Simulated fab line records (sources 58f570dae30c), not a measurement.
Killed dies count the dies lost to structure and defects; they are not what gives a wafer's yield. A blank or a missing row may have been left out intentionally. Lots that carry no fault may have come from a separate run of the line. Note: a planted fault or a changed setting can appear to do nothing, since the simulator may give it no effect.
A single fault, viewed from 2 desks ; flow berkeley-cmos170 ; only its own numbers are on each desk; what lay behind them is given at the end

== THE METROLOGY DESK ==
Lot by lot, what the gauges showed, no matter which tool ran the lot: averages of those sampled wafers that carry a number. A lot is out of limits, marked OUT, if its mean lies more than 4 standard deviations from the usual mean; the brackets give that distance.
Columns: A = cd-nm at UCB170_CONTACT_CD_MEAS_15, usual 700.0 nm
lot;first seen here;A
L736;day 7 02:17;699.4
L738;day 7 16:42;700.3
L737;day 7 17:08;699.0
L739;day 8 09:30;700.4
L741;day 8 10:31;700.1
L744;day 9 01:47;699.8
L746;day 9 16:30;703.2
L749;day 9 17:02;699.5
L747;day 9 17:38;701.5
L752;day 10 11:08;700.1
L755;day 11 06:59;700.9
L757;day 11 11:47;698.2
L758;day 11 15:43;699.8
L759;day 11 18:05;697.8
Finding of this desk: none of the 14 lots has anything out of limits.

== DESK OF THE TOOL OWNER: rie-diel-02 ==
The tool's own readings at UCB170_CONTACT_ETCH_18 (etches PSG in CHF3/CF4/Ar, stops on TiSi2, target depth 840 nm, time 195 s): means of the sampled wafers that have a number, for each lot that ran on this tool. A lot is out of limits, marked OUT, if its mean lies more than 4 standard deviations from the usual mean; the brackets give that distance.
Columns: A = drypump-motor-current-A at UCB170_CONTACT_ETCH_18, usual 6.0 A; B = oes-product-au at UCB170_CONTACT_ETCH_18, usual 0.903 a.u.; C = throttle-valve-pct at UCB170_CONTACT_ETCH_18, usual 7.00 %
lot;first seen here;A;B;C
L736;day 7 02:00;6.3;0.908;6.99
L738;day 7 16:00;6.1;0.895;7.01
L746;day 9 16:00;6.1;0.784 (-9.1) OUT;7.03
L747;day 9 17:00;6.1;0.780 (-9.5) OUT;7.05
Finding of this desk: L746, L747 out of limits; the first was L746 at day 9 16:00, on oes-product-au at UCB170_CONTACT_ETCH_18. In limits: L736, L738.

== BROUGHT TOGETHER ==
On L746, L747, at day 9 16:00, an alarm was possible from the tool owner's desk.
At the metrology desk, nothing out of limits was observed.
The metrology desk has L746, L747 on record, within its limits.
On rie-diel-02, each named lot ran UCB170_CONTACT_ETCH_18.

== WHAT HAD BEEN PUT IN BY THE SIMULATOR ==
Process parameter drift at UCB170_CONTACT_ETCH_18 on rie-diel-02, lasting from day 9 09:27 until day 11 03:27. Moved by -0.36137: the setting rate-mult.
Shown lots that were struck: L746, L747.
How many hours passed from the start of the fault until each desk's first out-of-limits reading: the tool owner's desk, 7.
